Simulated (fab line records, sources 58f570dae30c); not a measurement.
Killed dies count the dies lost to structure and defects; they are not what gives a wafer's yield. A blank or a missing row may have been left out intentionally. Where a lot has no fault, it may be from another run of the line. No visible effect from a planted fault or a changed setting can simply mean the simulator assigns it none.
fab line records + flow berkeleyCmos170
[record]
- lots = 14
- wafers = 42
- lastDay = 12
route steps=331 shown START@1 ACTIVE@71 PFIELD@88 GATE@131
lots that met no fault: taken from a fault-free run of the same line
startH: hours from the record's opening day to when the first of the lot's shown wafers began + waitH: hours from the lot's prior step to this one + " unchanged from the row above + L1.1+2: several wafers, shown together as one row + - no value, or no start given + * or withheld: withheld + < > ~ a bound
route shown NAME@n: names a module that has steps shown in the file, with the first one's number in the route + usual: mean/standard deviation of fault-free wafers + same: alike in all rows + chamber/n: place in a boat + sites: readings site by site + _std_site: standard deviation across them + _edge_site: the outer-site mean with the inner-site mean subtracted + radiusMm: how far each site lies from the wafer's centre + mask NAME#n: copy n + behind: tool/chamber where the wafer was last shaped + hold: why the lot was held/for how many hours/how that ended + device: whichever transistor did not switch (one of n, p or np) + end of line: the same wafers' tests at the end of the route + a step given without rows: its recipe and nothing more + killed: dies that structure and defects cost at the first sort, which is not the same as the wafer's yield + map: the dies of a wafer, with x for killed, . for not killed, _ for no die there
set.NAME: the setting the step ran with; set.NAME@STEP: the setting that earlier step ran with + model.NAME: the simulator's own value behind a step, which no gauge read
the route's steps for a sample of lots (tables are steps, rows are wafers)
[[steps]]
[step UCB170_START_BOW_MEAS_00]
[recipe]
- mode = bow
[usual]
- INCOMING_BOW = 0/6.4
| lot.wafer | tool         | chamber | startH | waitH | INCOMING_BOW[um] |
|-----------|--------------|---------|--------|-------|------------------|
| L176.1    | filmMetro-02 | -       | 10.00  | -     | 0                |
| L176.2    | "            | -       | "      | "     | 1                |
| L176.5    | "            | -       | "      | "     | 3                |
| L177.2    | filmMetro-03 | -       | 15.02  | -     | 2                |
| L177.4    | "            | -       | "      | "     | -6               |
| L177.5    | "            | -       | "      | "     | 0                |
| L178.3    | filmMetro-03 | -       | 20.04  | -     | 5                |
| L178.5    | "            | -       | "      | "     | 0                |
| L178.6    | "            | -       | "      | "     | -2               |
| L180.2    | filmMetro-02 | -       | 30.02  | -     | -2               |
| L180.5    | "            | -       | "      | "     | 3                |
| L180.6    | "            | -       | "      | "     | 7                |
| L182.1    | filmMetro-03 | -       | 40.00  | -     | -7               |
| L182.5    | "            | -       | "      | "     | -5               |
| L182.6    | "            | -       | "      | "     | -12              |
| L184.1    | filmMetro-03 | -       | 50.00  | -     | 10               |
| L184.3    | "            | -       | "      | "     | 5                |
| L184.5    | "            | -       | "      | "     | -3               |
| L187.2    | filmMetro-03 | -       | 65.02  | -     | 6                |
| L187.5    | "            | -       | "      | "     | -10              |
| L187.6    | "            | -       | "      | "     | -4               |
| L188.1    | filmMetro-02 | -       | 70.00  | -     | -2               |
| L188.3    | "            | -       | "      | "     | 0                |
| L188.5    | "            | -       | "      | "     | 3                |
| L193.4    | filmMetro-02 | -       | 95.06  | -     | 10               |
| L193.5    | "            | -       | "      | "     | -2               |
| L193.6    | "            | -       | "      | "     | 2                |
| L194.1    | filmMetro-01 | -       | 100.00 | -     | 13               |
| L194.3    | "            | -       | "      | "     | -6               |
| L194.5    | "            | -       | "      | "     | -8               |
| L195.1    | filmMetro-03 | -       | 105.00 | -     | 6                |
| L195.2    | "            | -       | "      | "     | -4               |
| L195.5    | "            | -       | "      | "     | -10              |
| L197.1    | filmMetro-01 | -       | 115.00 | -     | -6               |
| L197.2    | "            | -       | "      | "     | -8               |
| L197.3    | "            | -       | "      | "     | 4                |
| L198.2    | filmMetro-01 | -       | 120.02 | -     | 1                |
| L198.3    | "            | -       | "      | "     | 4                |
| L198.5    | "            | -       | "      | "     | 8                |
| L199.1    | filmMetro-02 | -       | 125.00 | -     | 0                |
| L199.2    | "            | -       | "      | "     | 5                |
| L199.3    | "            | -       | "      | "     | 11               |
[step UCB170_ACTIVE_PEB_11]
[recipe]
- pebTempC = 130
- pebTimeS = withheld
- resist = KrF
| lot.wafer  | tool          | chamber | startH | waitH |
|------------|---------------|---------|--------|-------|
| L176.1+2+5 | lithoTrack-02 | 0       | 84.36  | 0.1   |
| L180.2+5+6 | lithoTrack-02 | 0       | 100.47 | 0.1   |
| L177.2+4+5 | lithoTrack-04 | 0       | 100.62 | 0.1   |
| L178.3+5+6 | lithoTrack-02 | 0       | 100.85 | 0.1   |
| L182.1+5+6 | lithoTrack-04 | 0       | 117.22 | 0.1   |
| L184.1+3+5 | lithoTrack-02 | 0       | 134.03 | 0.1   |
| L187.2+5+6 | lithoTrack-04 | 0       | 148.34 | 0.3   |
| L188.1+3+5 | lithoTrack-03 | 0       | 151.51 | 0.1   |
| L194.1+3+5 | lithoTrack-04 | 0       | 175.37 | 0.3   |
| L193.4+5+6 | lithoTrack-03 | 0       | 175.50 | 0.1   |
| L195.1+2+5 | lithoTrack-04 | 0       | 190.76 | 0.1   |
| L198.2+3+5 | lithoTrack-02 | 0       | 207.55 | 1.0   |
| L197.1+2+3 | lithoTrack-03 | 0       | 207.71 | 0.9   |
| L199.1+2+3 | lithoTrack-04 | 0       | 208.52 | 1.0   |
[step UCB170_ACTIVE_CD_MEAS_13]
[recipe]
- targetCdNm = 1200
[usual]
- cdNm = 1199.7/1.3
| lot.wafer | tool     | chamber | startH | waitH | hold                    | cdNm   |
|-----------|----------|---------|--------|-------|-------------------------|--------|
| L176.1    | cdSem-01 | -       | 84.63  | -     | -                       | 1199.8 |
| L176.2    | "        | -       | "      | "     | -                       | 1201.5 |
| L176.5    | "        | -       | "      | "     | -                       | 1200.4 |
| L180.2    | cdSem-01 | -       | 100.74 | -     | -                       | 1198.6 |
| L180.5    | "        | -       | "      | "     | -                       | 1197.7 |
| L180.6    | "        | -       | "      | "     | -                       | 1197.6 |
| L177.2    | cdSem-02 | -       | 100.89 | -     | -                       | 1196.0 |
| L177.4    | "        | -       | "      | "     | -                       | 1195.8 |
| L177.5    | "        | -       | "      | "     | -                       | 1196.5 |
| L178.3    | cdSem-01 | -       | 101.12 | -     | awaitDispo/0.2h/release | 1194.6 |
| L178.5    | "        | -       | "      | "     | awaitDispo/0.2h/release | 1193.4 |
| L178.6    | "        | -       | "      | "     | awaitDispo/0.2h/release | 1193.0 |
| L178.3    | cdSem-01 | -       | 101.59 | 0.5   | -                       | 1194.2 |
| L178.5    | "        | -       | "      | "     | -                       | 1193.2 |
| L178.6    | "        | -       | "      | "     | -                       | 1193.0 |
| L182.1    | cdSem-02 | -       | 117.49 | -     | -                       | 1200.3 |
| L182.5    | "        | -       | "      | "     | -                       | 1201.2 |
| L182.6    | "        | -       | "      | "     | -                       | 1199.9 |
| L184.1    | cdSem-01 | -       | 134.31 | -     | awaitDispo/0.2h/release | 1193.4 |
| L184.3    | "        | -       | "      | "     | awaitDispo/0.2h/release | 1194.3 |
| L184.5    | "        | -       | "      | "     | awaitDispo/0.2h/release | 1193.7 |
| L184.1    | cdSem-01 | -       | 134.78 | 0.5   | -                       | 1193.7 |
| L184.3    | "        | -       | "      | "     | -                       | 1194.2 |
| L184.5    | "        | -       | "      | "     | -                       | 1193.8 |
| L187.2    | cdSem-01 | -       | 148.63 | -     | -                       | 1200.0 |
| L187.5    | "        | -       | "      | "     | -                       | 1199.2 |
| L187.6    | "        | -       | "      | "     | -                       | 1200.4 |
| L188.1    | cdSem-01 | -       | 151.79 | -     | -                       | 1201.4 |
| L188.3    | "        | -       | "      | "     | -                       | 1201.2 |
| L188.5    | "        | -       | "      | "     | -                       | 1199.7 |
| L194.1    | cdSem-02 | -       | 175.64 | -     | -                       | 1199.0 |
| L194.3    | "        | -       | "      | "     | -                       | 1200.9 |
| L194.5    | "        | -       | "      | "     | -                       | 1199.8 |
| L193.4    | cdSem-01 | -       | 175.76 | -     | -                       | 1199.7 |
| L193.5    | "        | -       | "      | "     | -                       | 1201.4 |
| L193.6    | "        | -       | "      | "     | -                       | 1200.2 |
| L195.1    | cdSem-01 | -       | 191.03 | -     | -                       | 1200.4 |
| L195.2    | "        | -       | "      | "     | -                       | 1199.8 |
| L195.5    | "        | -       | "      | "     | -                       | 1200.0 |
| L198.2    | cdSem-01 | -       | 207.82 | -     | -                       | 1199.2 |
| L198.3    | "        | -       | "      | "     | -                       | 1199.3 |
| L198.5    | "        | -       | "      | "     | -                       | 1200.8 |
| L197.1    | cdSem-02 | -       | 207.98 | -     | -                       | 1198.0 |
| L197.2    | "        | -       | "      | "     | -                       | 1200.2 |
| L197.3    | "        | -       | "      | "     | -                       | 1199.1 |
| L199.1    | cdSem-01 | -       | 208.79 | -     | -                       | 1199.2 |
| L199.2    | "        | -       | "      | "     | -                       | 1199.7 |
| L199.3    | "        | -       | "      | "     | -                       | 1200.2 |
[step UCB170_PFIELD_TW_MEAS_09]
[usual]
- PFIELD_TW = 602.0/2.6
| lot.wafer | tool         | chamber | startH | waitH | PFIELD_TW |
|-----------|--------------|---------|--------|-------|-----------|
| L176.1    | filmMetro-03 | -       | 87.03  | 0.1   | 605.9     |
| L176.2    | "            | -       | "      | "     | 603.1     |
| L176.5    | "            | -       | "      | "     | 601.7     |
| L177.2    | filmMetro-01 | -       | 105.18 | 0.1   | 608.0     |
| L177.4    | "            | -       | "      | "     | 603.6     |
| L177.5    | "            | -       | "      | "     | 602.6     |
| L180.2    | filmMetro-03 | -       | 105.36 | 0.1   | 601.4     |
| L180.5    | "            | -       | "      | "     | 604.7     |
| L180.6    | "            | -       | "      | "     | 603.0     |
| L178.3    | filmMetro-01 | -       | 111.43 | 0.1   | 603.4     |
| L178.5    | "            | -       | "      | "     | 603.7     |
| L178.6    | "            | -       | "      | "     | 604.4     |
| L182.1    | filmMetro-01 | -       | 121.20 | 0.1   | 599.0     |
| L182.5    | "            | -       | "      | "     | 605.1     |
| L182.6    | "            | -       | "      | "     | 601.8     |
| L184.1    | filmMetro-01 | -       | 140.75 | 0.1   | 601.4     |
| L184.3    | "            | -       | "      | "     | 600.6     |
| L184.5    | "            | -       | "      | "     | 599.0     |
| L187.2    | filmMetro-01 | -       | 152.65 | 0.1   | 600.5     |
| L187.5    | "            | -       | "      | "     | 596.9     |
| L187.6    | "            | -       | "      | "     | 597.5     |
| L188.1    | filmMetro-01 | -       | 154.15 | 0.1   | 599.4     |
| L188.3    | "            | -       | "      | "     | 603.2     |
| L188.5    | "            | -       | "      | "     | 601.3     |
| L194.1    | filmMetro-01 | -       | 180.26 | 0.1   | 600.7     |
| L194.3    | "            | -       | "      | "     | 599.8     |
| L194.5    | "            | -       | "      | "     | 599.1     |
| L193.4    | filmMetro-03 | -       | 180.84 | 0.1   | 607.4     |
| L193.5    | "            | -       | "      | "     | 601.5     |
| L193.6    | "            | -       | "      | "     | 607.9     |
| L195.1    | filmMetro-01 | -       | 192.97 | 0.1   | 602.9     |
| L195.2    | "            | -       | "      | "     | 601.9     |
| L195.5    | "            | -       | "      | "     | 603.9     |
| L198.2    | filmMetro-04 | -       | 211.45 | 0.1   | 598.9     |
| L198.3    | "            | -       | "      | "     | 598.1     |
| L198.5    | "            | -       | "      | "     | 601.0     |
| L197.1    | filmMetro-03 | -       | 211.70 | 0.1   | 607.5     |
| L197.2    | "            | -       | "      | "     | 605.2     |
| L197.3    | "            | -       | "      | "     | 603.0     |
| L199.1    | filmMetro-01 | -       | 211.74 | 0.1   | 601.4     |
| L199.2    | "            | -       | "      | "     | 601.9     |
| L199.3    | "            | -       | "      | "     | 602.6     |
[step UCB170_GATE_THK_MEAS_05]
[recipe]
- reads = poly-Si_of_GATE_CVD_04
[usual]
- GATE_POLY_THK = 213.2/1.8
| lot.wafer | tool         | chamber | startH | waitH | GATE_POLY_THK[nm] |
|-----------|--------------|---------|--------|-------|-------------------|
| L176.1    | filmMetro-01 | -       | 141.39 | 0.0   | 211.6             |
| L176.2    | "            | -       | "      | "     | 210.6             |
| L176.5    | "            | -       | "      | "     | 211.9             |
| L177.2    | filmMetro-02 | -       | 154.64 | 0.0   | 213.8             |
| L177.4    | "            | -       | "      | "     | 213.8             |
| L177.5    | "            | -       | "      | "     | 214.2             |
| L180.2    | filmMetro-01 | -       | 154.64 | 0.0   | 214.7             |
| L180.5    | "            | -       | "      | "     | 214.2             |
| L180.6    | "            | -       | "      | "     | 215.3             |
| L178.3    | filmMetro-04 | -       | 154.71 | 0.1   | 213.6             |
| L178.5    | "            | -       | "      | "     | 211.6             |
| L178.6    | "            | -       | "      | "     | 214.2             |
| L182.1    | filmMetro-01 | -       | 169.86 | 0.0   | 210.8             |
| L182.5    | "            | -       | "      | "     | 211.9             |
| L182.6    | "            | -       | "      | "     | 211.2             |
| L184.1    | filmMetro-02 | -       | 182.20 | 0.0   | 213.6             |
| L184.3    | "            | -       | "      | "     | 214.1             |
| L184.5    | "            | -       | "      | "     | 215.4             |
| L188.1    | filmMetro-04 | -       | 207.42 | 0.0   | 212.2             |
| L188.3    | "            | -       | "      | "     | 208.5             |
| L188.5    | "            | -       | "      | "     | 211.1             |
| L187.2    | filmMetro-02 | -       | 207.43 | 0.0   | 214.9             |
| L187.5    | "            | -       | "      | "     | 213.3             |
| L187.6    | "            | -       | "      | "     | 213.6             |
| L194.1    | filmMetro-02 | -       | 227.62 | 0.0   | 215.9             |
| L194.3    | "            | -       | "      | "     | 215.5             |
| L194.5    | "            | -       | "      | "     | 216.3             |
| L193.4    | filmMetro-01 | -       | 227.65 | 0.0   | 210.9             |
| L193.5    | "            | -       | "      | "     | 209.8             |
| L193.6    | "            | -       | "      | "     | 210.7             |
| L195.1    | filmMetro-01 | -       | 239.99 | 0.0   | 212.8             |
| L195.2    | "            | -       | "      | "     | 215.8             |
| L195.5    | "            | -       | "      | "     | 212.2             |
| L199.1    | filmMetro-01 | -       | 255.42 | 0.0   | 214.5             |
| L199.2    | "            | -       | "      | "     | 215.1             |
| L199.3    | "            | -       | "      | "     | 213.5             |
| L198.2    | filmMetro-04 | -       | 255.45 | 0.0   | 212.7             |
| L198.3    | "            | -       | "      | "     | 211.0             |
| L198.5    | "            | -       | "      | "     | 213.2             |
| L197.1    | filmMetro-01 | -       | 255.48 | 0.1   | 214.1             |
| L197.2    | "            | -       | "      | "     | 212.3             |
| L197.3    | "            | -       | "      | "     | 213.1             |
[[key]]
[firstSign]
- step = UCB170_ACTIVE_CD_MEAS_13
- reading = visit
- direction = added
- through = controlLoop
[effect]
- step = UCB170_ACTIVE_CD_MEAS_13
- reading = cdNm
- direction = down
- sigmas = 4.5
- usual = 1199.7
- struck = 1193.7
- through = controlLoop
metAt UCB170_ACTIVE_PEB_11
struckLots L178,L184
sortLeftOut L178.3,L178.5,L178.6
testerLeftOut L178,L184
[loopTrim]
- step = UCB170_ACTIVE_EXPOSE_10
- setting = dose
- lots = L184
notActingAt UCB170_START_BOW_MEAS_00,UCB170_PFIELD_TW_MEAS_09,UCB170_GATE_THK_MEAS_05
onsetBetween 100.47 100.85
[fault]
- kind = processParameterDrift
- tool = lithoTrack-02
- chamber = -
- onsetH = 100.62
- steps = UCB170_ACTIVE_PEB_11
- channel = pebTimeS
- offset = withheld
- shape = step
- endH = 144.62
- actsIn = *
// testerLeftOut: of these lots the tester's yield and bins aren't shown, on N5 and GAA mostly nor the transistor test; their killed dies are dies lost to structure and defects alone, not to doping, threshold or leakage, so they don't give the yield
// sortLeftOut: the simulated sort isn't trusted on such a fault, so these wafers' sort isn't shown, and their yield isn't known
// loopTrim: a control loop set the setting to another value than it would have without faults
